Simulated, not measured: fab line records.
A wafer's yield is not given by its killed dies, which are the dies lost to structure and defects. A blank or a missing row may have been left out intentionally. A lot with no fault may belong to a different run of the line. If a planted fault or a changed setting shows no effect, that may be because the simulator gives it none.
Comparing a struck lot with a sound one + flow berkeleyCmos170 + 17 out of 331 route steps
Sound: the wafers L489.4, L489.5, L489.6. Wafers L500.2, L500.3, L500.5 were the ones struck. The cause is given at the end.
Each step with rows lists, per side, the tool, then ch with its chambers, then its first start. Under that, the readings that differ: sound wafers + struck wafers + difference of the means + sigmas: that difference in standard deviations of wafers without a fault.
alike: same words and numbers on both sides, and readings whose means sit less than 2 such deviations apart. not compared: any withheld reading, any reading some wafer has no value for, any bound like >300 that may hide the same value, and any number with overlapping values for which the record gives no deviation.
The two part at a step that has a row with sigmas, a row that says differs or no value, or rows on one side only. Non-overlapping numbers with no deviation appear without sigmas and do not part them. A reading that every wafer of one side lacks parts them only if that side has two wafers or more.

first, 2 steps without rows for these wafers: UCB170_PSD_PEB_04; UCB170_PSD_DEVELOP_05 (develop time 45 s).
UCB170_PSD_CD_MEAS_06 targets a cd of 1200 nm.
  sound: cdSem-02 at day 6 11:14; struck: cdSem-02 at day 8 22:34
  alike: cdNm
UCB170_PSD_OVL_MEAS_07:
  sound: overlay-02 at day 6 11:19; struck: overlay-01 at day 8 22:40
  alike: PSD_OVL
after that, 1 step had no rows for these wafers: UCB170_PSD_IMPLANT_08.
UCB170_PSD_STRIP_09: strips in O2.
  sound on plasmaAsher-01 ch 0,1, day 6 11:31; struck on plasmaAsher-04 ch 1, day 8 22:51
  alike: drypumpMotorCurrentA, oesProductAu, stripTimeToEndpointS
  not compared: rfHoursCounterH
UCB170_PSD_TW_MEAS_10:
  sound: filmMetro-03 at day 6 11:37; struck: filmMetro-03 at day 8 22:58
  alike: PSD_TW
then, 5 steps without rows for these wafers: UCB170_PSD_CLEAN_11 (cleans in SPM, time 600 s); UCB170_NSD_HMDS_00 (prime time 60 s); UCB170_NSD_COAT_01 (resist thk 900 nm); UCB170_NSD_SOFTBAKE_02 (time 60 s); UCB170_NSD_EXPOSE_03 (exposes mask NSELECT MOD, target cd 1200 nm).
UCB170_NSD_PEB_04:
  sound on lithoTrack-04 ch 0, day 6 12:37; struck on lithoTrack-01 ch 0, day 9 01:11
| reading               | sound             | struck            | difference | sigmas |
|-----------------------|-------------------|-------------------|------------|--------|
| heaterPowerTotalW (W) | 56.86 56.82 56.78 | 60.27 60.22 60.17 | +3.40      | +69    |
then, 1 step without rows for these wafers: UCB170_NSD_DEVELOP_05 (develop time 45 s).
UCB170_NSD_CD_MEAS_06 targets a cd of 1200 nm.
  sound: cdSem-01 at day 6 12:52; struck: cdSem-02 at day 9 01:28
| reading   | sound                | struck               | difference | sigmas |
|-----------|----------------------|----------------------|------------|--------|
| cdNm (nm) | 1200.1 1202.1 1200.8 | 1186.1 1188.0 1186.8 | -14.0      | -10    |
UCB170_NSD_OVL_MEAS_07:
  sound: overlay-02 at day 6 12:57; struck: overlay-02 at day 9 01:34
| reading      | sound      | struck  | difference | sigmas |
|--------------|------------|---------|------------|--------|
| NSD_OVL (nm) | -14 -8 -17 | -1 3 -2 | +13        | +2     |
UCB170_M3_PROBE_99:
  only the struck wafers here have rows in the record (prober-01, day 10 10:09); the sound ones have none

== WHERE THEY PART ==
At UCB170_NSD_PEB_04 first; at UCB170_M3_PROBE_99 last (within this record only).

WHY: the cause the simulator had injected
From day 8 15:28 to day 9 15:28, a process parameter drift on lithoTrack-01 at UCB170_NSD_PEB_04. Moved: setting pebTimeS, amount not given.
